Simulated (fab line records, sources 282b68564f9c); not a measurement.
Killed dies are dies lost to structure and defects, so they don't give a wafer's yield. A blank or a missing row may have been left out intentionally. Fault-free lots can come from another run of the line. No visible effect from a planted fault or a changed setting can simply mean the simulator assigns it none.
Comparing a struck lot with a sound one	flow rit-cmos	15 out of 202 route steps
Sound: wafers L229.1, L229.5, L229.6. Struck: wafers L240.2, L240.4 (left out: L240.5, a lot-mate that was not struck); the cause follows at the end.
At each step with rows: each side's tool, then ch and its chambers, then its first start. Under that, the readings that differ: sound wafers	struck wafers	difference of the means	sigmas: that difference in standard deviations of wafers without a fault.
alike: readings with means less than 2 such deviations apart, plus words and numbers identical on both sides. not compared: withheld readings, readings lacking a value on some wafer, bounds such as >300 that could conceal the same value, and numbers that have no deviation in the record and whose values overlap.
Wherever a step has rows on one side only, a row that says differs or no value, or a row with sigmas, the two part there. Numbers that have no deviation but don't overlap get no sigmas and don't part them. A reading missing from all wafers of one side parts the sides only when that side holds two or more wafers.

first, 2 steps without rows for these wafers: RIT_REOX_CLEAN_02 (cleans in SC2, time 600 s); RIT_REOX_OXIDATION_03 (target thk 25.2 nm, ox time 5580 s).
RIT_REOX_THK_MEAS_04:
  struck on film-metro-03, day 6 01:18; sound on film-metro-02, day 3 17:34
  alike: REOX_OXIDE_THK
then, 2 steps without rows for these wafers: RIT_NLDD_HMDS_00 (prime time 60 s); RIT_NLDD_COAT_01 (resist thk 1000 nm).
RIT_NLDD_SOFTBAKE_02: time 62.18 s.
  sound on litho-track-04 ch 0, day 3 17:56; struck on litho-track-04 ch 0, day 6 01:41
  alike: plate-sensor-t-centre-C, plate-sensor-t-edge-C
then, 3 steps without rows for these wafers: RIT_NLDD_EXPOSE_03 (exposes mask M7, target cd 40700 nm); RIT_NLDD_PEB_04; RIT_NLDD_DEVELOP_05 (develop time 50 s).
RIT_NLDD_OVL_MEAS_06:
  struck on overlay-02, day 6 02:20; sound on overlay-01, day 3 18:36
  alike: NLDD_OVL
then, 2 steps without rows for these wafers: RIT_NLDD_HARDBAKE_07 (time 60 s); RIT_NLDD_IMPLANT_08.
RIT_NLDD_STRIP_09: strips in O2, time 180 s.
  sound on plasma-asher-04 ch 0,1, day 3 18:56; struck on plasma-asher-02 ch 0, day 6 02:41
reading	sound	struck	difference	sigmas
chamber-pressure-mTorr (mTorr)	4003 3993 3997	4798 4802	+802	+99 or more
  alike: drypump-motor-current-A
  not compared: rf-hours-counter-h
RIT_NLDD_TW_MEAS_10:
  struck on film-metro-03, day 6 02:52; sound on film-metro-03, day 3 19:07
  alike: NLDD_TW
RIT_M1_PROBE_99:
  struck on prober-01, day 6 18:23; sound on prober-02, day 4 09:55
reading	sound	struck	difference	sigmas
killed-open	3 6 10	2 1	-5	-3
  alike: killed-at-contacts, killed-at-front-end, killed-dies, killed-short

== WHERE THEY PART ==
First at RIT_NLDD_STRIP_09; last, within this record, at RIT_M1_PROBE_99.

WHY: what the simulator had put in
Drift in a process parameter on plasma-asher-02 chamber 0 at RIT_NLDD_STRIP_09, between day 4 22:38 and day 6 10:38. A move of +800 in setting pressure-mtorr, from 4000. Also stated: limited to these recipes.
